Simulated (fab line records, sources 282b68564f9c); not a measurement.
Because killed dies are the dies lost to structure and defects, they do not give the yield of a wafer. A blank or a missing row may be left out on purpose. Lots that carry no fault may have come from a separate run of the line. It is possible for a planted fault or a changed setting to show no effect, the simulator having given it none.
The same fault as seen by 2 desks / flow rit_cmos / every desk sees just its own numbers, and what lay behind them comes last

## THE METROLOGY DESK
What the gauges read for every lot (on any tool): the sampled wafers with a number, averaged. Marked OUT: a lot whose mean sits more than 4 standard deviations from the usual mean, which makes it out of limits; the brackets give that distance.
Columns: A = FOX1_OXIDE_THK at RIT_FOX1_THK_MEAS_01, usual 354 nm; B = GATE_OVL at RIT_GATE_OVL_MEAS_17, usual -0.6 nm
lot=L981; first seen here=day 1 17:23; A=351; B=-3.7
lot=L982; first seen here=day 1 22:19; A=350; B=-1.0
lot=L983; first seen here=day 2 02:54; A=364; B=-2.2
lot=L984; first seen here=day 2 07:59; A=349; B=-0.7
lot=L985; first seen here=day 2 13:56; A=355; B=0.9
lot=L986; first seen here=day 2 20:27; A=350; B=-0.1
lot=L989; first seen here=day 3 10:10; A=366; B=-2.1
lot=L991; first seen here=day 3 20:23; A=354; B=-0.4
lot=L992; first seen here=day 4 02:52; A=357; B=5.3 (+4.5) OUT
lot=L993; first seen here=day 4 07:36; A=344; B=-0.8
lot=L994; first seen here=day 4 09:54; A=345; B=0.2
lot=L995; first seen here=day 4 17:01; A=358; B=4.9 (+4.2) OUT
lot=L998; first seen here=day 5 07:23; A=356; B=5.2 (+4.5) OUT
lot=L102; first seen here=day 6 03:46; A=345; B=-1.6
lot=L104; first seen here=day 6 14:15; A=362; B=0.2
This desk's result: L992, L995, L998 out of limits, first on L992 (GATE_OVL at RIT_GATE_OVL_MEAS_17), day 5 01:38. L981, L982, L983, L984, L985, L986, L989, L991, L993, L994, L102, L104 stayed within limits.

## DESK OF THE TOOL OWNER: iline_stepper-02
The tool's own readings at RIT_GATE_EXPOSE_13 (exposes mask M6, target cd 150 nm): means of the sampled wafers that have a number, for each lot that ran on this tool. Marked OUT: a lot whose mean sits more than 4 standard deviations from the usual mean, which makes it out of limits; the brackets give that distance.
Columns: A = focus_offset_nm at RIT_GATE_EXPOSE_13, usual 0.0 nm
lot=L981; first seen here=day 2 11:33; A=0.2
lot=L982; first seen here=day 2 18:54; A=-0.0
lot=L983; first seen here=day 2 22:01; A=0.1
lot=L985; first seen here=day 3 09:22; A=0.3
lot=L986; first seen here=day 3 17:13; A=0.4
lot=L989; first seen here=day 4 08:40; A=-0.2
lot=L991; first seen here=day 4 17:54; A=-0.4
lot=L992; first seen here=day 5 01:01; A=0.5
lot=L995; first seen here=day 5 15:40; A=0.1
lot=L998; first seen here=day 6 06:20; A=0.1
This desk's finding: nothing out of limits on any of the 10 lots.

## TAKEN TOGETHER
The metrology desk could have raised an alarm at day 5 01:38, on L992, L995, L998.
The tool owner's desk saw nothing out of limits.
Tool owner's desk: L992, L995, L998 on record, inside its limits.
RIT_GATE_EXPOSE_13 was run on iline_stepper-02 by each of the lots named.

## WHAT THE SIMULATOR HAD INSERTED
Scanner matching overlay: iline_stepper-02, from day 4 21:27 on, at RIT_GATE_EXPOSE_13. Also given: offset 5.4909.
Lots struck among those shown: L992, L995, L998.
Hours from the fault's start to each desk's first reading out of limits: the metrology desk, 4.
